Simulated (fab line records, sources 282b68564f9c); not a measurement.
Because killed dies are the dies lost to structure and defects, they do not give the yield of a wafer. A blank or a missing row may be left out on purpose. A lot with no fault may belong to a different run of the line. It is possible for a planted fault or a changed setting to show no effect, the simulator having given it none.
2 desks, one fault -- flow rit-cmos -- only its own numbers are on each desk; what lay behind them is given at the end

== THE METROLOGY DESK ==
Means of the sampled wafers that have a number, per lot and without regard to the tool the lot ran on: this is what the gauges read. The brackets show how far a lot's mean lies from the usual mean; more than 4 standard deviations puts the lot out of limits, marked OUT.
Columns: A = NRETRO_TW at RIT_NRETRO_TW_MEAS_10, usual 1040
lot,first seen here,A
L976,day 2 06:15,1054
L977,day 2 11:07,1059
L978,day 2 15:19,1053
L980,day 3 02:41,1049
L982,day 3 13:29,1053
L983,day 3 18:16,1023
L985,day 4 04:49,1046
L986,day 4 10:27,1048
L987,day 4 15:32,1026
L988,day 4 22:47,1028
L993,day 5 18:53,1020
L994,day 6 00:20,1149 (+9.1) OUT
L995,day 6 05:08,1153 (+9.4) OUT
L999,day 7 00:56,1033
Per this desk, out of limits: L994, L995; the first was L994, day 6 00:20 (NRETRO_TW at RIT_NRETRO_TW_MEAS_10). Within limits: L976, L977, L978, L980, L982, L983, L985, L986, L987, L988, L993, L999.

== TOOL OWNER'S DESK, implanter-04 ==
RIT_NRETRO_IMPLANT_08, tool's own readings: per-lot mean of the sampled wafers with a number, covering each lot this tool ran. The brackets show how far a lot's mean lies from the usual mean; more than 4 standard deviations puts the lot out of limits, marked OUT.
Columns: A = dose-ions-cm2 at RIT_NRETRO_IMPLANT_08, usual 9.996e+12; B = end-station-pressure-torr at RIT_NRETRO_IMPLANT_08, usual 5.06e-06 Torr; C = faraday-current-uA at RIT_NRETRO_IMPLANT_08, usual 31.6
lot,first seen here,A,B,C
L980,day 3 02:22,1.000e+13,4.85e-06,31.2
L982,day 3 13:11,1.000e+13,5.20e-06,32.0
L983,day 3 17:57,1.000e+13,5.06e-06,31.6
L988,day 4 22:28,9.988e+12,4.88e-06,31.1
L994,day 6 00:02,1.414e+13 (+99 or more) OUT,5.25e-06,44.9 (+24) OUT
L995,day 6 04:52,1.416e+13 (+99 or more) OUT,5.28e-06,45.2 (+24) OUT
Finding of this desk: L994, L995 out of limits; the first was L994 at day 6 00:02, on dose-ions-cm2 at RIT_NRETRO_IMPLANT_08. Within limits: L980, L982, L983, L988.

== BROUGHT TOGETHER ==
The tool owner's desk had the chance to raise an alarm at day 6 00:02 on L994, L995.
An alarm was possible from the metrology desk at day 6 00:20, on L994, L995.
On implanter-04, each named lot ran RIT_NRETRO_IMPLANT_08.

== WHAT THE SIMULATOR PUT IN ==
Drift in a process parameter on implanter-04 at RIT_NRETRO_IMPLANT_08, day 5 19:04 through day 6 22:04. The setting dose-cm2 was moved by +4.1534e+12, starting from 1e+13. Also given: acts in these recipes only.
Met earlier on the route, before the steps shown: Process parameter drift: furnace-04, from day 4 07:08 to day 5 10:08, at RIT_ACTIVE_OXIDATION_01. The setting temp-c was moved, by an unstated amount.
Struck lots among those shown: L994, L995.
Fault start to first reading out of limits, in hours, per desk: tool owner, 5; metrology, 5.
